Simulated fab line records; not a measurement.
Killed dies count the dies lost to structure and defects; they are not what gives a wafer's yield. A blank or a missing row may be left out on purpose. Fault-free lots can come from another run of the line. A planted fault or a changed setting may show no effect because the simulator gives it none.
8D (eight disciplines) problem report, filled in by code | flow rit_cmos | the parts of the form that need people (team, actions taken, sign-off) are left out

## 1. WHAT IS WRONG
Wafers free of any fault read 0.0729 ohm/sq (standard deviation 0.00084) for M1_AL_RS at RIT_M1_RS_MEAS_01, against a mean of 0.0403 ohm/sq on 2 wafers of 2 lots. That is -39 standard deviations from the usual mean.
The step: measures by four-point-probe.
Earliest sighting: wafer L415.2 on film_metro-03 at day 6 16:22. At this step, 36 wafers from 12 lots have a number in the record. Rule for "out", or "out of limits": more than 4 standard deviations from the usual mean. Any other wafer with a number is counted as sound.

## 2. WHAT IT IS, WHAT IT ISN'T
question                    | is                           | is not
which readings at this step | M1_AL_RS                     | -
which lots                  | L415, L417                   | L401, L402, L404, L405, L407, L409, L413, L418, L420, L423
which wafers of those lots  | L415.2, L417.4               | L415.1, L415.4, L417.1, L417.3
read on which gauges        | film_metro-03, film_metro-04 | film_metro-01
when                        | from day 6 16:22             | up to then (23 sound wafers); but 11 sound wafers of L417, L418, L420, L423 came after

## 3. SUSPECTS, AND WHAT RULES EACH OUT
Counting: a tool at a process step up to the reading stays a suspect if it ran every lot that is out. Sound lots after the first of them don't rule it out here, since some wafers of a struck lot are sound.
- the gauge at RIT_M1_RS_MEAS_01 has been ruled out. The wafers that are out were read on 2 gauges (film_metro-03, film_metro-04).
- pvd_sputter-02 at RIT_M1_SPUTTER_00 (material Al, target thk 400 nm, time 500 s): kept. It ran every lot that is out, first L415 (day 6 16:04); its last sound lot up to then is L413 (day 6 05:44).
Remaining after the count: pvd_sputter-02 at RIT_M1_SPUTTER_00.

## 4. THE CAUSE (what the simulator had put in)
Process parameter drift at RIT_M1_SPUTTER_00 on pvd_sputter-02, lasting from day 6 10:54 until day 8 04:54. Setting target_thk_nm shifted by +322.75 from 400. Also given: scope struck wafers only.
Only this tool survived the counting.

## 5. THE EFFECT CHAIN, in route order
Each row: a reading whose mean over the struck wafers that have a number lies more than 3 standard deviations from the usual. Only readings for which the record gives a usual standard deviation are gone through. hours: the time from each lot's start at the first step in this table that gives one to its start at this step, as a median over the lots. sigmas: the change in usual standard deviations.
hours | step                 | reading              | usual         | on struck wafers | change  | sigmas
0     | RIT_M1_RS_MEAS_01    | M1_AL_RS             | 0.0729 ohm/sq | 0.0403           | -0.0326 | -39
0     | RIT_M1_THK_MEAS_02   | M1_AL_THK            | 399 nm        | 719              | +320    | +54
2     | RIT_M1_METAL_ETCH_12 | oes_product_au       | 0.779 a.u.    | 1.002            | +0.223  | +19
4     | RIT_M1_PROBE_99      | defect_limited_yield | 97.5 %        | 0.0              | -97.5   | -89
4     | RIT_M1_PROBE_99      | killed_dies          | 7             | 264              | +257    | +86
4     | RIT_M1_PROBE_99      | killed_on_rim        | 1.8           | 70.0             | +68.2   | +45
4     | RIT_M1_PROBE_99      | sort_bin_5_function  | 1.5 %         | 99.5             | +98.0   | +99 or more
4     | RIT_M1_PROBE_99      | sort_n_pass          | 257           | 0                | -257    | -86
4     | RIT_M1_PROBE_99      | sort_yield_pct       | 97.5 %        | 0.0              | -97.5   | -89
Its process steps:
- RIT_M1_METAL_ETCH_12: etches Al in Cl2/BCl3, stops on SiO2, time 165 s, target depth 600 nm.
- RIT_M1_PROBE_99

## 6. WHAT WOULD HAVE CAUGHT IT SOONER
5 hours passed between the start of the fault at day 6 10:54 and the first reading out of limits at a measuring or inspecting step in this record, taken at day 6 16:22.
Of the tool readings at RIT_M1_SPUTTER_00 for which the record gives a usual standard deviation, none was out on any struck wafer, so an alarm limit of 4 standard deviations on them would not have fired.
L417, from the lots that are out (2), started RIT_M1_SPUTTER_00 on pvd_sputter-02 later than day 6 16:22. A tool hold placed at that time would have kept it from harm.
